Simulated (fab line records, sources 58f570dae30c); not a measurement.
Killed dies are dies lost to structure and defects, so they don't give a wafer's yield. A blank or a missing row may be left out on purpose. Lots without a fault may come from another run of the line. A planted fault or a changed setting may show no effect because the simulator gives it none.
One fault seen from 2 desks | flow berkeley_cmos170 | each desk has only its own numbers; what lay behind them comes last

THE TOOL OWNER'S DESK: implanter-02
The tool's own readings at UCB170_NLDD_IMPLANT_08: means of the sampled wafers that have a number, for each lot that ran on this tool. A lot is out of limits, marked OUT, if its mean lies more than 4 standard deviations from the usual mean; the brackets give that distance.
Columns: A = tilt_deg at UCB170_NLDD_IMPLANT_08, usual 6.999 degrees
lot  | first seen here | A
L511 | day 7 11:48     | 7.008
L514 | day 8 02:23     | 7.003
L520 | day 8 21:19     | 7.004
L518 | day 8 21:37     | 6.993
L522 | day 10 00:11    | 0.003 (-99 or more) OUT
L525 | day 10 08:11    | -0.024 (-99 or more) OUT
L528 | day 11 08:43    | 0.006 (-99 or more) OUT
This desk's finding: out of limits on L522, L525, L528; first on L522, day 10 00:11 (tilt_deg at UCB170_NLDD_IMPLANT_08). In limits: L511, L514, L520, L518.

THE METROLOGY DESK
What the gauges read, lot by lot, whatever tool the lot ran on: means of the sampled wafers that have a number. A lot is out of limits, marked OUT, if its mean lies more than 4 standard deviations from the usual mean; the brackets give that distance.
Columns: A = GATE_OXIDE_THK at UCB170_GATE_THK_MEAS_02, usual 6.61 nm; B = PLDD_OVL at UCB170_PLDD_OVL_MEAS_07, usual 8 nm; C = NLDD_TW at UCB170_NLDD_TW_MEAS_11, usual 2220; D = PSD_OVL at UCB170_PSD_OVL_MEAS_07, usual -1 nm; E = NLDD_RS at UCB170_SDANNEAL_RS_MEAS_05, usual 615.8 ohm/sq
lot  | first seen here | A    | B  | C               | D  | E
L513 | day 6 22:34     | 6.64 | 9  | 2226            | 1  | 614.5
L511 | day 6 22:37     | 6.61 | 15 | 2217            | 4  | 616.5
L514 | day 7 12:48     | 6.69 | 8  | 2213            | -9 | 618.5
L516 | day 7 12:49     | 6.70 | 4  | 2231            | 2  | 615.4
L518 | day 8 06:44     | 6.76 | 10 | 2219            | 3  | 615.0
L520 | day 8 06:46     | 6.59 | 9  | 2222            | -1 | 613.9
L522 | day 9 08:04     | 6.59 | 2  | 2099 (-8.6) OUT | -3 | 538.2 (-55) OUT
L524 | day 9 08:06     | 6.75 | 6  | 2232            | -5 | 616.3
L525 | day 9 19:10     | 6.46 | 8  | 2133 (-6.2) OUT | 9  | 536.6 (-57) OUT
L528 | day 10 19:09    | 6.59 | 5  | 2127 (-6.6) OUT | -4 | 537.6 (-56) OUT
L530 | day 10 19:13    | 6.73 | 7  | 2215            | -3 | 614.1
L529 | day 10 19:16    | 6.54 | 5  | 2216            | -2 | 615.0
L533 | day 11 12:46    | 6.68 | 13 | 2187            | 2  | 617.6
L532 | day 11 12:46    | 6.38 | 6  | 2213            | 4  | 615.6
L534 | day 11 20:41    | 6.68 | 8  | 2209            | -4 | 616.5
This desk's finding: out of limits on L522, L525, L528; first on L522, day 10 00:35 (NLDD_TW at UCB170_NLDD_TW_MEAS_11). In limits: L513, L511, L514, L516, L518, L520, L524, L530, L529, L533, L532, L534.

PUT TOGETHER
The tool owner's desk could have raised an alarm at day 10 00:11, on L522, L525, L528.
The metrology desk could have raised an alarm at day 10 00:35, on L522, L525, L528.
Of the lots named, all ran UCB170_NLDD_IMPLANT_08 on implanter-02.

WHAT THE SIMULATOR HAD PUT IN
Process parameter drift: implanter-02, from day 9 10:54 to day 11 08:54, at UCB170_NLDD_IMPLANT_08. Setting tilt_deg, moved by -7, from 7. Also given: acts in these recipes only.
Lots struck among those shown: L522, L525, L528.
Hours from the fault's start to each desk's first reading out of limits: the tool owner's desk, 13; the metrology desk, 14.
